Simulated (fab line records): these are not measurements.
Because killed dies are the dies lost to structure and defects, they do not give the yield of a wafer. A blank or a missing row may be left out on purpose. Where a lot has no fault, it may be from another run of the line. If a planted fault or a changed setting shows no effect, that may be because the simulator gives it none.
The tool behind it: which one? || flow berkeley_cmos170 || route of 331 steps, sampled at 1 step: 7 lots, 21 wafers

## WHAT EACH GAUGE READ, for each wafer
UCB170_PFIELD_OVL_MEAS_06.
{"lot": "L812", "measured": "day 4 10:14", "on": "overlay-02", "PFIELD_OVL (nm)": "-5 3 -6"}
{"lot": "L814", "measured": "day 4 16:17", "on": "overlay-01", "PFIELD_OVL (nm)": "-1 -5 3"}
{"lot": "L816", "measured": "day 5 09:42", "on": "overlay-01", "PFIELD_OVL (nm)": "-5 -4 -1"}
{"lot": "L820", "measured": "day 6 07:36", "on": "overlay-01", "PFIELD_OVL (nm)": "-1 1 5"}
{"lot": "L829", "measured": "day 8 13:31", "on": "overlay-01", "PFIELD_OVL (nm)": "5 5 9"}
{"lot": "L831", "measured": "day 8 21:24", "on": "overlay-02", "PFIELD_OVL (nm)": "-3 7 -4"}
{"lot": "L832", "measured": "day 9 12:23", "on": "overlay-01", "PFIELD_OVL (nm)": "-7 7 7"}

## WHICH TOOL RAN EACH LOT (tool, then ch and the chambers of the sampled wafers, then the start)
The record holds no process step before these readings.

## THE ANSWER, worked out from the rows above alone
Rule: the usual values come from the lots themselves. The widest of any qualifying gaps counts: lots, ordered by their means at a reading, are off when they make up no more than a third of the lots, leave a main group of 4 or more, and stand apart from it by 3 or more times the standard deviation of that group's means. If all means in a main group match to the digits the tables above print for the reading, that group is not used. A lot without any number at a reading at which 4 lots or more have one is off too. The other lots that the step has rows for count as sound.
No lot is off on any of the readings shown, so nothing can be concluded from this.

## WHAT HAD BEEN PUT IN BY THE SIMULATOR
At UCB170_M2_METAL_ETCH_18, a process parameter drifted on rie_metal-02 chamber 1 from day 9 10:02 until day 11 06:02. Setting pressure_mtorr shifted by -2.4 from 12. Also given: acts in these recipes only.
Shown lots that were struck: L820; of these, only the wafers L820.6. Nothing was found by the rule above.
